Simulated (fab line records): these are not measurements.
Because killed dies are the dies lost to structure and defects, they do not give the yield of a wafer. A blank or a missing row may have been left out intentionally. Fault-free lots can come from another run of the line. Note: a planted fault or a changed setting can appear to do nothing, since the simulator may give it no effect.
A struck lot beside a sound one ; flow rit_cmos ; 15 out of 202 route steps
Sound: these wafers, L488.3, L488.4, L488.6. Wafers L498.2, L498.4, L498.6 were the ones struck. Last of all comes the cause.
Order at every step that has rows: each side's tool, ch and its chambers, its first start. Under that, the readings that differ: sound wafers ; struck wafers ; difference of the means ; sigmas: that difference in standard deviations of wafers without a fault.
alike: readings with means less than 2 such deviations apart, plus words and numbers identical on both sides. not compared: withheld readings, readings lacking a value on some wafer, bounds such as >300 that could conceal the same value, and numbers that have no deviation in the record and whose values overlap.
A row with sigmas, a row that says differs or no value, or rows on one side alone: a step with any of these is where the two part. When numbers do not overlap yet have no deviation, they are printed without sigmas and do not part them. Lack of a reading on every wafer of one side parts them only where that side has two or more wafers.

first, 4 steps without rows for these wafers: RIT_PLDD_SOFTBAKE_02 (time 60 s); RIT_PLDD_EXPOSE_03 (exposes mask M8, target cd 40900 nm); RIT_PLDD_PEB_04; RIT_PLDD_DEVELOP_05 (develop time 50 s).
RIT_PLDD_OVL_MEAS_06:
  sound on overlay-02, day 4 14:53; struck on overlay-01, day 6 19:35
  alike: PLDD_OVL
then, 2 steps without rows for these wafers: RIT_PLDD_HARDBAKE_07 (time 60 s); RIT_PLDD_IMPLANT_08.
RIT_PLDD_STRIP_09: strips in O2, time 180 s.
  sound on plasma_asher-04 ch 0,1, day 4 15:17; struck on plasma_asher-02 ch 0,1, day 6 20:27
reading;sound;struck;difference;sigmas
drypump_motor_current_A (A);5.2 5.3 5.2;6.6 6.3 6.6;+1.3;+2
  not compared: rf_hours_counter_h
RIT_PLDD_TW_MEAS_10:
  sound on film_metro-04, day 4 15:25; struck on film_metro-01, day 6 20:38
  alike: PLDD_TW
then, 3 steps without rows for these wafers: RIT_SPACER_CLEAN_00 (cleans in SC1, time 600 s); RIT_SPACER_CLEAN_01 (cleans in dHF, time 30 s); RIT_SPACER_CLEAN_02 (cleans in SC2, time 600 s).
RIT_SPACER_CVD_03: deposits Si3N4 from SiH2Cl2/NH3, target thk 250 nm, time 3300 s.
  sound on lpcvd-01 ch 0, day 4 15:49; struck on lpcvd-02 ch 1, day 6 23:08
RIT_SPACER_THK_MEAS_04:
  sound on film_metro-04, day 4 17:46; struck on film_metro-02, day 7 01:17
reading;sound;struck;difference;sigmas
SPACER_NITRIDE_THK (nm);251.8 251.7 251.9;509.0 508.6 509.3;+257.2;+95
RIT_M1_PROBE_99:
  the record holds rows for the sound wafers here (prober-02, day 5 04:56) but none for the struck ones

## WHERE THEY PART
First at RIT_PLDD_STRIP_09; last, within this record, at RIT_M1_PROBE_99.

WHY: what had been put in by the simulator
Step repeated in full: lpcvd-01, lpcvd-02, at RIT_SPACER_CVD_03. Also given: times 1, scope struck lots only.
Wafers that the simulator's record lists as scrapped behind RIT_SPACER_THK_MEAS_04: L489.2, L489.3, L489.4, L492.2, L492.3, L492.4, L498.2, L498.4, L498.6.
